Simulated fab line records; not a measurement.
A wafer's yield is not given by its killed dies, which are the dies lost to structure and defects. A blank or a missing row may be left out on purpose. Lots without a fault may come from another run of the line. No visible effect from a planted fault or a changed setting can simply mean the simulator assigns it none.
fab line records	flow ritCmos
[record] lots = 6	wafers = 18	lastDay = 7
route steps=202 shown ACTIVE@11 FOX1@20 FOX2@23 NWELL@28 PWELL@39 WELLDRIVE@50 SILICIDE@161 M1@202
lots with no fault: from the same line, run without faults
startH: hours from the record's opening day to when the first of the lot's shown wafers began	waitH: hours elapsed since this lot's preceding step	" as in the row above	L1.1+2: several wafers, shown together as one row	- value missing, or start not given	* or withheld: withheld	< > ~ a bound
route shown NAME@n: NAME is a module with steps in the file, n the number in the route of the first one	usual: the fault-free wafers' mean and standard deviation	same: alike in all rows	chamber/n: place in a boat	sites: the reading at each site	_std_site: the standard deviation of these	_edge_site: mean of outer sites minus mean of inner sites	radiusMm: for every site, how far away it sits from the centre of the wafer	mask NAME#n: copy n	behind: the tool/chamber that last shaped the wafer	hold: the reason the lot was held/the length of the hold in hours/how it ended	device: which transistor (n, p or np) failed to switch	end of line: the tests these same wafers got at the end of their route	step lacking rows: just its recipe	killed: the dies lost at the first sort to structure and to defects; this is not the yield of the wafer	map: a wafer's dies, x killed, . not, _ none there
set.NAME: the setting the step ran with; set.NAME@STEP: the setting that earlier step ran with	model.NAME: the simulator's own value behind a step, which no gauge read
certain route steps with their lots: each step a table, each wafer a row
services: from which hour (startH, from the record's first day; less than 0 if before it) a tool's chamber was out of use, for how many hours, and why
[[steps]]
[step RIT_ACTIVE_DEVELOP_10]
[recipe] resist = NOVOLAK	developTimeS = 50	devTempC = 23
[step RIT_ACTIVE_CD_MEAS_11]
[recipe] targetCdNm = 1400
[usual] cdNm = 1399.5/2.5
lot.wafer	tool	chamber	startH	waitH	cdNm
L880.2	cdSem-02	-	44.86	-	1400.0
L880.4	"	-	"	"	1397.8
L880.5	"	-	"	"	1399.8
L884.1	cdSem-02	-	65.92	-	1404.3
L884.3	"	-	"	"	1402.5
L884.6	"	-	"	"	1404.7
L887.1	cdSem-02	-	81.74	-	1395.4
L887.3	"	-	"	"	1395.9
L887.4	"	-	"	"	1395.7
L891.1	cdSem-02	-	100.13	-	1398.0
L891.2	"	-	"	"	1396.6
L891.3	"	-	"	"	1398.4
L893.3	cdSem-02	-	109.76	-	1397.0
L893.5	"	-	"	"	1398.4
L893.6	"	-	"	"	1397.5
L896.2	cdSem-01	-	125.69	-	1402.7
L896.5	"	-	"	"	1399.8
L896.6	"	-	"	"	1402.4
[step RIT_ACTIVE_HARDBAKE_12]
[recipe] resist = NOVOLAK	tempC = 140	timeS = 60
[step RIT_ACTIVE_ETCH_13]
[recipe] stopOn = SiO2	chemistry = SF6	target = Si3N4	timeS = 210	overEtchFrac = 0.4	SF6_flow_sccm = 200	pressureMtorr = 260	rfW = 125	targetDepthA = 2100
[usual] drypumpMotorCurrentA = 5.75/0.3	oesProductAu = 0.820/0.015	rfFwdPowerW = 124.5/0.37	throttleValvePct = 7.54/0.097
[same] timeS = 210
lot.wafer	tool	chamber	startH	waitH	drypumpMotorCurrentA	oesProductAu	rfFwdPowerW	rfHoursCounterH	throttleValvePct
L880.2	rieDiel-02	2	45.11	0.1	5.49	0.812	124.1	119	7.64
L880.4	"	1	"	"	5.83	0.820	124.5	87	7.67
L880.5	"	0	"	"	6.29	0.808	123.9	-	7.54
L884.1	rieDiel-04	2	66.19	0.1	5.85	0.811	125.2	12	7.45
L884.3	"	3	"	"	5.76	0.800	124.4	68	7.60
L884.6	"	3	"	"	5.77	0.795	124.8	-	7.60
L887.1	rieDiel-02	3	82.01	0.1	5.51	0.845	123.5	3	7.56
L887.3	"	2	"	"	5.49	0.817	124.4	119	7.64
L887.4	"	1	"	"	5.77	0.815	124.1	88	7.66
L891.1	rieDiel-02	3	100.40	0.1	5.52	0.842	124.8	4	7.56
L891.2	"	2	"	"	5.48	0.802	125.0	119	7.63
L891.3	"	0	"	"	6.28	0.792	124.5	1	7.54
L893.3	rieDiel-04	2	109.99	0.1	5.82	0.818	124.2	13	7.44
L893.5	"	3	"	"	5.78	0.816	124.2	-	7.62
L893.6	"	0	"	"	6.19	0.804	124.3	-	7.32
L896.2	rieDiel-04	3	126.08	0.1	5.77	0.804	123.7	69	7.61
L896.5	"	2	"	"	5.81	0.824	124.8	-	7.46
L896.6	"	1	"	"	5.26	0.822	124.1	-	7.48
[step RIT_ACTIVE_STRIP_14]
[recipe] chemistry = O2	timeS = 180	resist = NOVOLAK	platenTempC = withheld	powerW = 500	pressureMtorr = 4000	o2FlowSccm = 4000
[usual] drypumpMotorCurrentA = 5.8/0.34
[same] timeS = 180
lot.wafer	tool	chamber	startH	waitH	drypumpMotorCurrentA	rfHoursCounterH
L880.2	plasmaAsher-04	1	45.25	0.1	6.5	40
L880.4	"	1	"	"	6.5	-
L880.5	"	0	"	"	5.4	-
L884.1	plasmaAsher-01	0	66.32	0.1	5.9	43
L884.3	"	0	"	"	5.9	-
L884.6	"	0	"	"	5.9	-
L887.1	plasmaAsher-02	1	82.14	0.1	5.8	45
L887.3	"	0	"	"	5.6	-
L887.4	"	1	"	"	5.8	-
L891.1	plasmaAsher-04	1	100.54	0.1	6.5	44
L891.2	"	0	"	"	5.5	44
L891.3	"	1	"	"	6.4	-
L893.3	plasmaAsher-01	0	110.18	0.1	5.9	-
L893.5	"	0	"	"	5.9	-
L893.6	"	1	"	"	5.4	-
L896.2	plasmaAsher-04	1	126.22	0.1	6.5	1
L896.5	"	1	"	"	6.5	-
L896.6	"	0	"	"	5.5	-
[step RIT_ACTIVE_CD_MEAS_90]
[recipe] targetCdNm = 1400
[usual] cdNm = 1399.4/2.5
lot.wafer	tool	chamber	startH	waitH	cdNm
L880.2	cdSem-01	-	45.44	0.1	1400.3
L880.4	"	-	"	"	1397.6
L880.5	"	-	"	"	1400.2
L884.1	cdSem-01	-	66.50	0.1	1404.5
L884.3	"	-	"	"	1402.4
L884.6	"	-	"	"	1404.3
L887.1	cdSem-02	-	82.32	0.1	1395.3
L887.3	"	-	"	"	1395.8
L887.4	"	-	"	"	1395.5
L891.1	cdSem-02	-	100.71	0.1	1398.1
L891.2	"	-	"	"	1396.7
L891.3	"	-	"	"	1399.1
L893.3	cdSem-02	-	110.34	0.1	1396.5
L893.5	"	-	"	"	1398.9
L893.6	"	-	"	"	1397.6
L896.2	cdSem-01	-	126.41	0.1	1402.6
L896.5	"	-	"	"	1400.1
L896.6	"	-	"	"	1402.3
[step RIT_ACTIVE_CLEAN_15]
[recipe] chemistry = SC1	mix = 3:3:50	timeS = 600	tempC = 75
[step RIT_ACTIVE_CLEAN_16]
[recipe] chemistry = dHF	dilution = 50:1	timeS = 30
[step RIT_ACTIVE_CLEAN_17]
[recipe] chemistry = SC2	mix = 3:3:50	timeS = 600	tempC = 75	dry = n2Spin
[step RIT_FOX1_OXIDATION_00]
[recipe] tempC = 1100	ambient = H2O	targetThkA = 3507	pH2oTorr = 720	oxTimeS = 1130
[step RIT_FOX1_THK_MEAS_01]
[recipe] reads = SiO2_of_FOX1_OXIDATION_00
[usual] FOX1_OXIDE_THK = 350/6.3
lot.wafer	tool	chamber	startH	waitH	FOX1_OXIDE_THK[nm]
L880.2	filmMetro-03	-	48.74	0.0	342
L880.4	"	-	"	"	340
L880.5	"	-	"	"	345
L884.1	filmMetro-03	-	68.37	0.0	353
L884.3	"	-	"	"	350
L884.6	"	-	"	"	351
L887.1	filmMetro-01	-	84.14	0.0	360
L887.3	"	-	"	"	354
L887.4	"	-	"	"	355
L891.1	filmMetro-02	-	103.83	0.0	347
L891.2	"	-	"	"	341
L891.3	"	-	"	"	341
L893.3	filmMetro-02	-	113.32	0.0	358
L893.5	"	-	"	"	355
L893.6	"	-	"	"	351
L896.2	filmMetro-02	-	128.20	0.0	354
L896.5	"	-	"	"	345
L896.6	"	-	"	"	352
[step RIT_FOX1_WET_ETCH_02]
[recipe] chemistry = BOE	targetDepthNm = 350	timeS = 390	tempC = 21.5	dry = n2Spin	dilution = 10:1	target = SiO2
[step RIT_FOX2_OXIDATION_00]
[recipe] tempC = 1100	ambient = H2O	targetThkA = 3507	pH2oTorr = 720	oxTimeS = 1130
[usual] spikeTcCentreC = 1101.8/0.98	spikeTcLoadC = 1126/3.1	spikeTcSourceC = 1125/3.4	tubeCenterTempC = 1100/0.09	tube_center_temp_C_max = 1102.9/0.47	zonePowerLoadPct = 45.4/1.8	zonePowerSourcePct = 41.8/1.8
lot.wafer	tool	chamber	startH	waitH	spikeTcCentreC	spikeTcLoadC	spikeTcSourceC	tubeCenterTempC	tube_center_temp_C_max	zonePowerLoadPct	zonePowerSourcePct	model.SiO2_of_FOX2_OXIDATION_00.thkNm	model.Si3N4_of_ACTIVE_CVD_03.thkNm
L880.2	furnace-01	0	49.06	0.1	1102.6	1122	1120	1100.1	1103.8	47.5	40.3	344.7	132.6
L880.4	"	0	"	"	1101.5	1122	1124	1099.9	1102.6	47.7	40.3	352.4	132.8
L880.5	"	0	"	"	1102.2	1123	1122	1100	1103.5	47.6	39.7	351.6	132.2
L884.1	furnace-04	0	68.62	0.1	1102.1	1128	1124	1100.1	1102.8	47.8	39.9	349.7	130
L884.3	"	0	"	"	1099.7	1128	1126	1099.9	1102.4	46.4	39.6	354.7	130
L884.6	"	0	"	"	1102.4	1127	1122	1099.9	1103.0	47.4	39.8	354	128.4
L887.1	furnace-04	0	84.31	0.0	1189.0	1216	1211	1186.3	1189.1	56.8	46.4	468	127.6
L887.3	"	0	"	"	1189.0	1214	1212	1186.5	1189.0	55.2	47.4	477.1	131.4
L887.4	"	0	"	"	1189.4	1216	1212	1186.3	1188.7	54.4	46.9	468.4	129.1
L891.1	furnace-03	0	104.08	0.1	1103.3	1128	1128	1100.1	1102.6	43.5	43.0	356	129.2
L891.2	"	0	"	"	1102.5	1129	1128	1100	1102.7	43.0	43.7	350.7	128.8
L891.3	"	0	"	"	1101.2	1127	1128	1100	1103.1	43.5	43.5	356.4	128.8
L893.3	furnace-04	0	113.50	0.0	1189.3	1215	1211	1186.4	1189.1	55.2	46.5	481.5	129.1
L893.5	"	0	"	"	1188.1	1215	1211	1186.4	1189.4	55.2	46.7	479.3	128.7
L893.6	"	0	"	"	1189.2	1215	1212	1186.4	1188.7	55.8	47.0	482.5	127.1
L896.2	furnace-03	0	128.40	0.0	1100.3	1128	1127	1100.1	1103.1	44.0	43.5	349.3	131.9
L896.5	"	0	"	"	1101.6	1131	1128	1100.2	1103.1	43.2	43.7	359.5	131.2
L896.6	"	0	"	"	1100.0	1127	1128	1100	1103.2	42.9	43.4	364.3	131.8
[step RIT_FOX2_THK_MEAS_01]
[recipe] reads = SiO2_of_FOX2_OXIDATION_00
[usual] FOX2_OXIDE_THK = 353/5.2
lot.wafer	tool	chamber	startH	waitH	FOX2_OXIDE_THK[nm]
L880.2	filmMetro-02	-	50.38	0.0	345
L880.4	"	-	"	"	352
L880.5	"	-	"	"	352
L884.1	filmMetro-03	-	69.93	0.0	350
L884.3	"	-	"	"	355
L884.6	"	-	"	"	354
L887.1	filmMetro-02	-	85.63	0.0	468
L887.3	"	-	"	"	477
L887.4	"	-	"	"	468
L891.1	filmMetro-04	-	105.40	0.0	356
L891.2	"	-	"	"	351
L891.3	"	-	"	"	357
L893.3	filmMetro-03	-	114.84	0.0	481
L893.5	"	-	"	"	479
L893.6	"	-	"	"	483
L896.2	filmMetro-02	-	129.73	0.0	349
L896.5	"	-	"	"	360
L896.6	"	-	"	"	364
[step RIT_FOX2_CLEAN_02]
[recipe] chemistry = dHF	dilution = 50:1	timeS = 180
[same] timeS = 180
lot.wafer	tool	chamber	startH	waitH	model.Si3N4_of_ACTIVE_CVD_03.thkNm
L880.2	wetBench-01	2	50.43	0.0	132.2
L880.4	"	2	"	"	132.4
L880.5	"	2	"	"	131.8
L884.1	wetBench-01	2	69.99	0.1	129.5
L884.3	"	2	"	"	129.6
L884.6	"	2	"	"	127.9
L887.1	wetBench-01	3	85.69	0.1	127.2
L887.3	"	3	"	"	131
L887.4	"	3	"	"	128.6
L891.1	wetBench-01	0	105.46	0.1	128.8
L891.2	"	0	"	"	128.3
L891.3	"	0	"	"	128.4
L893.3	wetBench-03	2	114.88	0.0	128.6
L893.5	"	2	"	"	128.3
L893.6	"	2	"	"	126.6
L896.2+6	wetBench-01	3	129.78	0.0	131.4
L896.5	"	3	"	"	130.7
[step RIT_FOX2_WET_ETCH_03]
[recipe] chemistry = H3PO4	target = Si3N4	targetDepthNm = 195	tempC = 165	timeS = 2700
[step RIT_FOX2_THK_MEAS_90]
[recipe] reads = SiO2_of_FOX2_OXIDATION_00
[usual] FIELD_OXIDE_LEFT_1_THK = 326/5.3
lot.wafer	tool	chamber	startH	waitH	FIELD_OXIDE_LEFT_1_THK[nm]
L880.2	filmMetro-04	-	51.26	0.0	317
L880.4	"	-	"	"	325
L880.5	"	-	"	"	324
L884.1	filmMetro-03	-	70.81	0.0	322
L884.3	"	-	"	"	327
L884.6	"	-	"	"	327
L887.1	filmMetro-03	-	86.50	0.0	440
L887.3	"	-	"	"	449
L887.4	"	-	"	"	441
L891.1	filmMetro-04	-	106.27	0.0	329
L891.2	"	-	"	"	324
L891.3	"	-	"	"	330
L893.3	filmMetro-04	-	115.78	0.0	454
L893.5	"	-	"	"	451
L893.6	"	-	"	"	454
L896.2	filmMetro-04	-	130.61	0.0	322
L896.5	"	-	"	"	332
L896.6	"	-	"	"	337
[step RIT_NWELL_HMDS_00]
[recipe] primeTimeS = 60	primeTempC = 140
[step RIT_NWELL_COAT_01]
[recipe] resist = NOVOLAK	spinRpm = 2000	resistThkNm = 1300
[step RIT_NWELL_SOFTBAKE_02]
[recipe] resist = NOVOLAK	tempC = 90	timeS = 60
[step RIT_NWELL_EXPOSE_03]
[recipe] maskId = M2	na = 0.57	targetCdNm = 43900	doseMj = 250
[step RIT_NWELL_PEB_04]
[recipe] resist = NOVOLAK	tempC = withheld	timeS = withheld
[step RIT_NWELL_DEVELOP_05]
[recipe] resist = NOVOLAK	developTimeS = 68	devTempC = 23
[step RIT_NWELL_OVL_MEAS_06]
[usual] NWELL_OVL = 0.5/1.4
lot.wafer	tool	chamber	startH	waitH	NWELL_OVL[nm]
L880.2	overlay-02	-	52.41	-	2.3
L880.4	"	-	"	"	1.3
L880.5	"	-	"	"	0.2
L884.1	overlay-01	-	71.87	-	2.5
L884.3	"	-	"	"	3.8
L884.6	"	-	"	"	2.8
L887.1	overlay-02	-	87.87	-	-0.4
L887.3	"	-	"	"	-0.8
L887.4	"	-	"	"	-0.3
L891.1	overlay-02	-	107.34	-	-1.4
L891.2	"	-	"	"	1.8
L891.3	"	-	"	"	0.4
L893.3	overlay-02	-	116.92	-	-0.3
L893.5	"	-	"	"	0.4
L893.6	"	-	"	"	0.4
L896.2	overlay-01	-	131.67	-	0.2
L896.5	"	-	"	"	0.2
L896.6	"	-	"	"	1.1
[step RIT_NWELL_HARDBAKE_07]
[recipe] resist = NOVOLAK	tempC = 140	timeS = 120
[step RIT_NWELL_IMPLANT_08]
[recipe] species = P	energyKev = 170	doseCm2 = 5e+13	tiltDeg = 7
[step RIT_NWELL_STRIP_09]
[recipe] chemistry = O2	timeS = 180	resist = NOVOLAK	platenTempC = withheld	powerW = 500	pressureMtorr = 4000	o2FlowSccm = 4000
[usual] drypumpMotorCurrentA = 5.6/0.33
[same] timeS = 180
lot.wafer	tool	chamber	startH	waitH	drypumpMotorCurrentA	rfHoursCounterH
L880.2	plasmaAsher-01	1	52.84	0.1	5.4	42
L880.4	"	1	"	"	5.4	-
L880.5	"	0	"	"	5.9	-
L884.1	plasmaAsher-03	0	72.31	0.1	5.5	27
L884.3	"	0	"	"	5.5	-
L884.6	"	0	"	"	5.5	-
L887.1	plasmaAsher-01	1	88.31	0.1	5.4	45
L887.3	"	0	"	"	5.9	-
L887.4	"	1	"	"	5.4	-
L891.1	plasmaAsher-01	0	107.78	0.1	5.9	48
L891.2	"	1	"	"	5.4	48
L891.3	"	1	"	"	5.4	-
L893.3	plasmaAsher-03	0	117.50	0.1	5.5	-
L893.5	"	0	"	"	5.5	-
L893.6	"	1	"	"	5.4	-
L896.2	plasmaAsher-01	0	132.10	0.1	5.9	51
L896.5	"	1	"	"	5.4	-
L896.6	"	0	"	"	5.9	-
[step RIT_NWELL_TW_MEAS_10]
[usual] NWELL_TW = 2148/16
lot.wafer	tool	chamber	startH	waitH	NWELL_TW
L880.2	filmMetro-01	-	53.03	0.1	2138
L880.4	"	-	"	"	2140
L880.5	"	-	"	"	2139
L884.1	filmMetro-04	-	72.48	0.1	2132
L884.3	"	-	"	"	2151
L884.6	"	-	"	"	2135
L887.1	filmMetro-01	-	88.48	0.1	2144
L887.3	"	-	"	"	2148
L887.4	"	-	"	"	2147
L891.1	filmMetro-04	-	107.95	0.1	2128
L891.2	"	-	"	"	2119
L891.3	"	-	"	"	2129
L893.3	filmMetro-01	-	117.63	0.1	2141
L893.5	"	-	"	"	2137
L893.6	"	-	"	"	2137
L896.2	filmMetro-04	-	132.28	0.1	2111
L896.5	"	-	"	"	2097
L896.6	"	-	"	"	2115
[step RIT_PWELL_HMDS_00]
[recipe] primeTimeS = 60	primeTempC = 140
[step RIT_PWELL_COAT_01]
[recipe] resist = NOVOLAK	spinRpm = 2000	resistThkNm = 1300
[step RIT_PWELL_SOFTBAKE_02]
[recipe] resist = NOVOLAK	tempC = 90	timeS = 60
[step RIT_PWELL_EXPOSE_03]
[recipe] maskId = M3	na = 0.57	targetCdNm = 43700	doseMj = 250
[step RIT_PWELL_PEB_04]
[recipe] resist = NOVOLAK	tempC = withheld	timeS = withheld
[step RIT_PWELL_DEVELOP_05]
[recipe] resist = NOVOLAK	developTimeS = 68	devTempC = 23
[step RIT_PWELL_OVL_MEAS_06]
[usual] PWELL_OVL = 0.9/1.6
lot.wafer	tool	chamber	startH	waitH	PWELL_OVL[nm]
L880.2	overlay-02	-	53.96	-	-3.2
L880.4	"	-	"	"	-1.7
L880.5	"	-	"	"	-1.3
L884.1	overlay-02	-	73.55	-	1.3
L884.3	"	-	"	"	1.4
L884.6	"	-	"	"	0.6
L887.1	overlay-01	-	89.42	-	0.0
L887.3	"	-	"	"	0.2
L887.4	"	-	"	"	0.2
L891.1	overlay-02	-	108.89	-	1.7
L891.2	"	-	"	"	1.1
L891.3	"	-	"	"	1.3
L893.3	overlay-01	-	118.63	-	-0.4
L893.5	"	-	"	"	-0.1
L893.6	"	-	"	"	-2.0
L896.2	overlay-02	-	133.35	-	1.2
L896.5	"	-	"	"	0.5
L896.6	"	-	"	"	0.0
[step RIT_PWELL_HARDBAKE_07]
[recipe] resist = NOVOLAK	tempC = 140	timeS = 120
[step RIT_PWELL_IMPLANT_08]
[recipe] species = B	energyKev = 170	doseCm2 = 7e+13	tiltDeg = 7
[step RIT_PWELL_STRIP_09]
[recipe] chemistry = O2	timeS = 180	resist = NOVOLAK	platenTempC = withheld	powerW = 500	pressureMtorr = 4000	o2FlowSccm = 4000
[usual] drypumpMotorCurrentA = 5.7/0.3
[same] timeS = 180
lot.wafer	tool	chamber	startH	waitH	drypumpMotorCurrentA	rfHoursCounterH
L880.2	plasmaAsher-04	1	54.39	0.1	6.5	41
L880.4	"	1	"	"	6.5	-
L880.5	"	0	"	"	5.5	-
L884.1	plasmaAsher-03	0	73.98	0.1	5.5	27
L884.3	"	1	"	"	5.4	-
L884.6	"	0	"	"	5.6	-
L887.1	plasmaAsher-03	0	89.86	0.1	5.5	29
L887.3	"	0	"	"	5.5	-
L887.4	"	1	"	"	5.4	-
L891.1	plasmaAsher-03	1	109.33	0.1	5.4	31
L891.2	"	0	"	"	5.5	31
L891.3	"	1	"	"	5.4	-
L893.3	plasmaAsher-03	1	119.11	0.1	5.4	-
L893.5	"	1	"	"	5.4	-
L893.6	"	0	"	"	5.5	-
L896.2	plasmaAsher-02	1	133.78	0.1	5.7	52
L896.5	"	1	"	"	5.8	-
L896.6	"	0	"	"	5.6	-
[step RIT_PWELL_TW_MEAS_10]
[usual] PWELL_TW = 955/6.6
lot.wafer	tool	chamber	startH	waitH	PWELL_TW
L880.2	filmMetro-03	-	54.58	0.1	965
L880.4	"	-	"	"	958
L880.5	"	-	"	"	958
L884.1	filmMetro-03	-	74.16	0.1	965
L884.3	"	-	"	"	961
L884.6	"	-	"	"	962
L887.1	filmMetro-03	-	90.03	0.1	956
L887.3	"	-	"	"	963
L887.4	"	-	"	"	962
L891.1	filmMetro-03	-	109.50	0.1	952
L891.2	"	-	"	"	957
L891.3	"	-	"	"	960
L893.3	filmMetro-01	-	119.25	0.1	948
L893.5	"	-	"	"	952
L893.6	"	-	"	"	950
L896.2	filmMetro-03	-	133.96	0.1	966
L896.5	"	-	"	"	960
L896.6	"	-	"	"	963
[step RIT_WELLDRIVE_ANNEAL_00]
[recipe] tempC = 1100	timeS = 14700	ambient = N2
[step RIT_WELLDRIVE_RS_MEAS_01]
[recipe] thkMeasGauge = four-point-probe
[usual] NWELL_RS = 275.5/0.92
lot.wafer	tool	chamber	startH	waitH	NWELL_RS[ohm/sq]
L880.2	filmMetro-03	-	62.10	0.0	276.8
L880.4	"	-	"	"	276.8
L880.5	"	-	"	"	276.7
L884.1	filmMetro-04	-	81.46	0.0	274.1
L884.3	"	-	"	"	273.2
L884.6	"	-	"	"	274.4
L887.1	filmMetro-03	-	96.36	0.0	274.9
L887.3	"	-	"	"	275.1
L887.4	"	-	"	"	276.1
L891.1	filmMetro-03	-	115.22	0.0	274.8
L891.2	"	-	"	"	274.3
L891.3	"	-	"	"	274.6
L893.3	filmMetro-03	-	124.85	0.0	274.7
L893.5	"	-	"	"	274.3
L893.6	"	-	"	"	274.9
L896.2	filmMetro-01	-	140.28	0.0	277.7
L896.5	"	-	"	"	277.2
L896.6	"	-	"	"	277.2
[step RIT_WELLDRIVE_RS_MEAS_02]
[recipe] thkMeasGauge = four-point-probe
[usual] PWELL_RS = 429.3/1.2
lot.wafer	tool	chamber	startH	waitH	PWELL_RS[ohm/sq]
L880.2	filmMetro-03	-	62.22	0.1	427.8
L880.4	"	-	"	"	428.1
L880.5	"	-	"	"	428.5
L884.1	filmMetro-04	-	81.58	0.1	429.4
L884.3	"	-	"	"	428.6
L884.6	"	-	"	"	429.1
L887.1	filmMetro-03	-	96.48	0.1	429.3
L887.3	"	-	"	"	429.7
L887.4	"	-	"	"	428.6
L891.1	filmMetro-03	-	115.34	0.1	431.1
L891.2	"	-	"	"	431.2
L891.3	"	-	"	"	430.5
L893.3	filmMetro-03	-	124.97	0.1	428.5
L893.5	"	-	"	"	429.0
L893.6	"	-	"	"	430.3
L896.2	filmMetro-01	-	140.40	0.1	429.2
L896.5	"	-	"	"	431.2
L896.6	"	-	"	"	430.9
[step RIT_FOX2_THK_MEAS_91]
[recipe] reads = SiO2_of_FOX2_OXIDATION_00
[usual] FIELD_OXIDE_LEFT_2_THK = 258/5.6
lot.wafer	tool	chamber	startH	waitH	FIELD_OXIDE_LEFT_2_THK[nm]
L880.2	filmMetro-03	-	66.05	0.0	249
L880.4	"	-	"	"	257
L880.5	"	-	"	"	256
L884.1	filmMetro-03	-	85.23	0.0	255
L884.3	"	-	"	"	260
L884.6	"	-	"	"	259
L887.1	filmMetro-04	-	100.44	0.0	371
L887.3	"	-	"	"	381
L887.4	"	-	"	"	372
L891.1	filmMetro-04	-	119.40	0.0	262
L891.2	"	-	"	"	257
L891.3	"	-	"	"	263
L893.3	filmMetro-03	-	129.06	0.0	386
L893.5	"	-	"	"	383
L893.6	"	-	"	"	387
L896.2	filmMetro-04	-	144.03	0.0	255
L896.5	"	-	"	"	265
L896.6	"	-	"	"	270
[step RIT_SILICIDE_WET_ETCH_00]
[recipe] chemistry = BOE	target = SiO2	targetDepthNm = 14	timeS = 15	dry = n2Spin	dilution = 10:1	tempC = 21.5
[same] timeS = 15
lot.wafer	tool	chamber	startH	waitH	model.SiO2_of_FOX2_OXIDATION_00.thkNm
L880.2	wetBench-02	2	86.05	0.1	144
L880.4	"	2	"	"	153.1
L880.5	"	2	"	"	151
L884.1	wetBench-03	3	106.42	0.1	151
L884.3	"	3	"	"	156.7
L884.6	"	3	"	"	155
L887.1	wetBench-04	2	120.23	0.1	266.8
L887.3	"	2	"	"	277.1
L887.4	"	2	"	"	268.5
L891.1	wetBench-04	3	139.92	0.1	157.8
L891.2	"	3	"	"	151.9
L891.3	"	3	"	"	158.4
L893.3	wetBench-04	0	150.73	0.1	281.8
L893.5	"	0	"	"	279.7
L893.6	"	0	"	"	283.3
L896.2	wetBench-02	2	165.55	0.1	148.8
L896.5	"	2	"	"	160.6
L896.6	"	2	"	"	165
[step RIT_M1_PROBE_99]
[usual] killed_at_M0_to_M3 = 0.0/0.12	killedAtContacts = 0.1/0.25	killedAtFrontEnd = 6.8/2.7	killedDies = 6.8/2.7	killedOpen = 3.4/1.8	killedShort = 3.5/1.7
[same] grossDies = 264	killed_at_M4_up = 0	killedAtBackSide = 0	killedAtOther = 0
lot.wafer	tool	chamber	startH	waitH	killed_at_M0_to_M3	killedAtContacts	killedAtFrontEnd	killedDies	killedOpen	killedShort
L884.1	prober-01	-	128.50	1.2	0	0	6	6	3	3
L884.3	prober-01	-	128.60	1.2	0	0	7	7	4	3
L884.6	prober-01	-	128.75	1.3	0	0	9	9	5	4
L887.1	prober-01	-	128.80	1.5	0	0	8	8	5	3
L887.3	prober-01	-	128.90	1.5	0	0	9	9	4	5
L887.4	prober-01	-	128.95	1.6	0	0	10	10	4	6
L893.3	prober-02	-	157.69	0.2	0	0	8	8	3	5
L893.5	prober-02	-	157.79	0.2	0	0	5	5	1	4
L893.6	prober-02	-	157.84	0.2	0	0	11	11	5	6
// killed by level:class
L884.1 GATE:geometricParticle:short=3 FOX1:geometricParticle:open=1 FOX2:geometricParticle:open=1 SILICIDE:geometricParticle:open=1
L884.3 GATE:geometricParticle:short=2 GATE:geometricParticle:open=2 FOX1:geometricParticle:open=1 FOX2:geometricParticle:short=1 REOX:geometricParticle:open=1
L884.6 GATE:geometricParticle:open=3 GATE:geometricParticle:short=2 SILICIDE:geometricParticle:short=2 FOX2:geometricParticle:open=1 SPACER:geometricParticle:open=1
L887.1 GATE:geometricParticle:short=3 FOX1:geometricParticle:open=2 SPACER:geometricParticle:open=2 GATE:geometricParticle:open=1
L887.3 GATE:geometricParticle:open=4 REOX:geometricParticle:short=3 FOX2:geometricParticle:short=1 GATE:geometricParticle:short=1
L887.4 GATE:geometricParticle:short=3 GATE:geometricParticle:open=2 FOX2:geometricParticle:short=1 REOX:geometricParticle:open=1 SPACER:geometricParticle:short=1 SPACER:geometricParticle:open=1 SILICIDE:geometricParticle:short=1
L893.3 GATE:geometricParticle:open=2 SILICIDE:geometricParticle:short=2 FOX1:geometricParticle:short=1 GATE:geometricParticle:short=1 SPACER:geometricParticle:open=1 REOX:geometricParticle:short=1
L893.5 GATE:geometricParticle:short=2 GATE:geometricParticle:open=1 REOX:geometricParticle:short=1 SPACER:geometricParticle:short=1
L893.6 FOX2:geometricParticle:short=2 SILICIDE:geometricParticle:open=2 SILICIDE:geometricParticle:short=2 FOX1:geometricParticle:short=1 FOX1:geometricParticle:open=1 GATE:geometricParticle:open=1 GATE:geometricParticle:short=1 SPACER:geometricParticle:open=1
[[services]]
tool	chamber	startH	hours	kind
furnace-03	-	29.08	3.2	pm
furnace-04	-	35.10	2.7	pm
furnace-01	-	70.08	5.2	pm
plasmaAsher-04	-	78.79	21.3	repair
rieDiel-04	2	81.18	1.7	repair
rieDiel-02	0	90.66	1.9	repair
plasmaAsher-04	-	108.75	9.0	pm
plasmaAsher-04	0	108.75	9.0	ventCycle
plasmaAsher-04	1	108.75	9.0	ventCycle
wetBench-03	-	116.04	1.7	repair
plasmaAsher-04	0	117.75	-	clean
plasmaAsher-04	1	117.75	-	clean
plasmaAsher-02	-	126.35	4.3	pm
wetBench-02	-	128.45	1.8	repair
furnace-01	-	129.63	4.2	pm
rieDiel-02	-	132.06	2.8	pm
rieDiel-04	1	135.30	-	clean
rieDiel-04	1	135.30	30.7	scheduledDown
rieDiel-04	1	135.30	30.7	ventCycle
rieDiel-02	0	135.72	15.4	repair
furnace-01	-	162.86	4.0	pm
[[key]]
[firstSign] step = RIT_FOX2_OXIDATION_00	reading = tubeCenterTempC	direction = up	sigmas = 99+	usual = *	struck = *
[effect] step = RIT_FOX2_OXIDATION_00	reading = tube_center_temp_C_max	direction = up	sigmas = 99+	usual = *	struck = *
[effect] step = RIT_FOX2_THK_MEAS_01	reading = FOX2_OXIDE_THK	direction = up	sigmas = 24	usual = 353	struck = 476
[effect] step = RIT_FOX2_THK_MEAS_90	reading = FIELD_OXIDE_LEFT_1_THK	direction = up	sigmas = 23	usual = 326	struck = 448
[effect] step = RIT_FOX2_THK_MEAS_91	reading = FIELD_OXIDE_LEFT_2_THK	direction = up	sigmas = 22	usual = 258	struck = 380
[modelEffect] step = RIT_FOX2_OXIDATION_00	value = SiO2_of_FOX2_OXIDATION_00.thkNm	without = 347.4	struck = 476.1
[modelEffect] step = RIT_FOX2_CLEAN_02	value = Si3N4_of_ACTIVE_CVD_03.thkNm	without = 130.8	struck = 128.4
[modelEffect] step = RIT_SILICIDE_WET_ETCH_00	value = SiO2_of_FOX2_OXIDATION_00.thkNm	without = 147.5	struck = 276.2
metAt RIT_FOX2_OXIDATION_00
struckWafers L887.1,L887.3,L887.4,L893.3,L893.5,L893.6
testerLeftOut L887,L893
onsetBetween 68.62 84.31
[fault] kind = processParameterDrift	tool = furnace-04	chamber = -	onsetH = 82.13	steps = RIT_FOX2_OXIDATION_00	channel = tempC	offset = *	shape = step	endH = 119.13	actsIn = *	stated = *
// testerLeftOut: of these lots the tester's yield and bins aren't shown, on N5 and GAA mostly nor the transistor test; their killed dies are dies lost to structure and defects alone, not to doping, threshold or leakage, so they don't give the yield
